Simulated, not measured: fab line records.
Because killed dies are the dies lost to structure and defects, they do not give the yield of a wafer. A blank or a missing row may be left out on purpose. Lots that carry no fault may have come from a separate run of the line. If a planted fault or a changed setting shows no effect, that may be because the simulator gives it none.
Comparing a struck lot with a sound one    flow rit_cmos    36 out of 202 route steps
Sound: these wafers, L439.1, L439.3, L439.6. Struck: wafer L437.6 (L437.4, L437.5, from the same lot, were not struck and are left out); the cause is given at the end.
Order at every step that has rows: each side's tool, ch and its chambers, its first start. Under that, the readings that differ: sound wafers    struck wafers    difference of the means    sigmas: that difference in standard deviations of wafers without a fault.
alike: words and numbers the same on both sides, and readings whose means are apart by under 2 such deviations; not compared: readings that were withheld, readings missing a value for some wafer, numbers with overlapping values and no deviation given by the record, and bounds like >300 which may hide the same value.
A row with sigmas, a row that says differs or no value, or rows on one side alone: a step with any of these is where the two part. When numbers do not overlap yet have no deviation, they are printed without sigmas and do not part them. A reading missing from all wafers of one side parts the sides only when that side holds two or more wafers.

RIT_SILICIDE_RTA_06: time 10 s, ramp up 5 s, ramp down 10 s.
  sound on rtp_anneal-02 ch 0, day 5 15:25; struck on rtp_anneal-02 ch 0, day 5 07:22
  alike: wafer_temp_C_max
RIT_CONTACT_CVD_00: deposits SiO2 from TEOS, target thk 400 nm, time 61 s.
  sound on pecvd-01 ch 0,1, day 5 15:29; struck on pecvd-03 ch 1, day 5 07:26
  alike: heater_power_w
RIT_CONTACT_THK_MEAS_01:
  sound: film_metro-01 at day 5 15:32; struck: film_metro-04 at day 5 07:29
  alike: CONTACT_TEOS_THK
then, 6 steps without rows for these wafers: RIT_CONTACT_HMDS_02 (prime time 60 s); RIT_CONTACT_COAT_03 (resist thk 1000 nm); RIT_CONTACT_SOFTBAKE_04 (time 60 s); RIT_CONTACT_EXPOSE_05 (exposes mask M11, target cd 1000 nm); RIT_CONTACT_PEB_06; RIT_CONTACT_DEVELOP_07 (develop time 120 s).
RIT_CONTACT_CD_MEAS_08 targets a cd of 1000 nm.
  sound: cd_sem-01 at day 5 16:38; struck: cd_sem-01 at day 5 08:33
  alike: cd_nm
RIT_CONTACT_OVL_MEAS_09:
  sound: overlay-01 at day 5 16:46; struck: overlay-01 at day 5 08:37
  alike: CONTACT_OVL
then, 1 step without rows for these wafers: RIT_CONTACT_HARDBAKE_10 (time 60 s).
RIT_CONTACT_ETCH_11: etches SiO2 in CHF3/CF4/Ar, stops on TiSi2, target depth 480 nm, time 320 s.
  sound on rie_diel-03 ch 0,2,3, day 5 16:57; struck on rie_diel-02 ch 0, day 5 08:47
  alike: CHF3_flow_sccm, drypump_motor_current_A, oes_product_au, throttle_valve_pct
  not compared: rf_hours_counter_h
RIT_CONTACT_STRIP_12: strips in O2, time 180 s.
  sound on plasma_asher-01 ch 0,1, day 5 17:08; struck on plasma_asher-04 ch 0, day 5 09:02
  alike: drypump_motor_current_A
  not compared: rf_hours_counter_h
RIT_CONTACT_CD_MEAS_90 targets a cd of 1000 nm.
  sound: cd_sem-01 at day 5 17:19; struck: cd_sem-02 at day 5 09:15
  alike: cd_nm
then, 2 steps without rows for these wafers: RIT_CONTACT_CLEAN_13 (cleans in SC1, time 600 s); RIT_CONTACT_CLEAN_14 (cleans in SC2, time 600 s).
RIT_M1_SPUTTER_00: material Al, target thk 400 nm, time 500 s.
  sound: pvd_sputter-03 at day 5 17:47; struck: pvd_sputter-03 at day 5 09:40
  alike: throttle_valve_pct
RIT_M1_RS_MEAS_01: measures by four-point-probe.
  sound: film_metro-02 at day 5 18:05; struck: film_metro-01 at day 5 10:01
  alike: M1_AL_RS
RIT_M1_THK_MEAS_02: measures by xrf.
  sound: film_metro-02 at day 5 18:12; struck: film_metro-01 at day 5 10:06
  alike: M1_AL_THK
then, 6 steps without rows for these wafers: RIT_M1_HMDS_03 (prime time 60 s); RIT_M1_COAT_04 (resist thk 1300 nm); RIT_M1_SOFTBAKE_05 (time 60 s); RIT_M1_EXPOSE_06 (exposes mask M12, target cd 2600 nm); RIT_M1_PEB_07; RIT_M1_DEVELOP_08 (develop time 68 s).
RIT_M1_CD_MEAS_09 targets a cd of 2600 nm.
  sound: cd_sem-01 at day 5 19:16; struck: cd_sem-01 at day 5 11:13
  alike: cd_nm
RIT_M1_OVL_MEAS_10:
  sound: overlay-02 at day 5 19:23; struck: overlay-01 at day 5 11:17
  alike: M1_OVL
then, 3 steps without rows for these wafers: RIT_M1_HARDBAKE_11 (time 120 s); RIT_M1_METAL_ETCH_12 (etches Al in Cl2/BCl3, stops on SiO2, time 165 s, target depth 600 nm); RIT_M1_STRIP_13 (strips in nmp, time 600 s).
RIT_M1_STRIP_14: strips in O2, time 180 s.
  sound on plasma_asher-03 ch 0,1, day 5 20:00; struck on plasma_asher-01 ch 0, day 5 11:57
  alike: drypump_motor_current_A
  not compared: rf_hours_counter_h
RIT_M1_CD_MEAS_90 targets a cd of 2600 nm.
  sound: cd_sem-01 at day 5 20:10; struck: cd_sem-02 at day 5 12:08
  alike: cd_nm
then, 1 step without rows for these wafers: RIT_M1_ANNEAL_15 (time 1800 s).
RIT_M1_BOW_MEAS_16:
  sound: film_metro-03 at day 5 21:47; struck: film_metro-01 at day 5 14:25
  alike: M1_BOW
RIT_M1_PROBE_99:
  sound: prober-01 at day 5 21:55; struck: prober-01 at day 5 14:44
reading                              sound              struck  difference  sigmas
killed_at_contacts                   0 0 0              4       +4          +18
killed_dies                          4 8 5              12      +6          +2
model.etest.pmos_turned.r_on_ohm_um  3388 3411 3572     4134    +677        
model.etest.pmos_0p15.r_on_ohm_um    2686 2753 2828     3518    +762        
model.etest.pmos_0p3.r_on_ohm_um     6211 6365 6379     6522    +204        
model.etest.nmos_0p15.r_on_ohm_um    1117 1129 1160     1306    +171        
model.etest.nmos_0p3.r_on_ohm_um     2130 2180 2194     2208    +40         
model.etest.nmos_0p15.drive_ua_um    473.4 467.9 452.2  369.4   -95.1       
model.etest.pmos_0p15.drive_ua_um    261.3 255.2 249.6  196.1   -59.3       
model.etest.nmos_turned.drive_ua_um  318.8 317.8 298.5  288     -24         
  alike: killed_at_front_end, killed_open, killed_short

## WHERE THEY PART
Only at RIT_M1_PROBE_99, as far as this record shows.

WHY: what the simulator had put in
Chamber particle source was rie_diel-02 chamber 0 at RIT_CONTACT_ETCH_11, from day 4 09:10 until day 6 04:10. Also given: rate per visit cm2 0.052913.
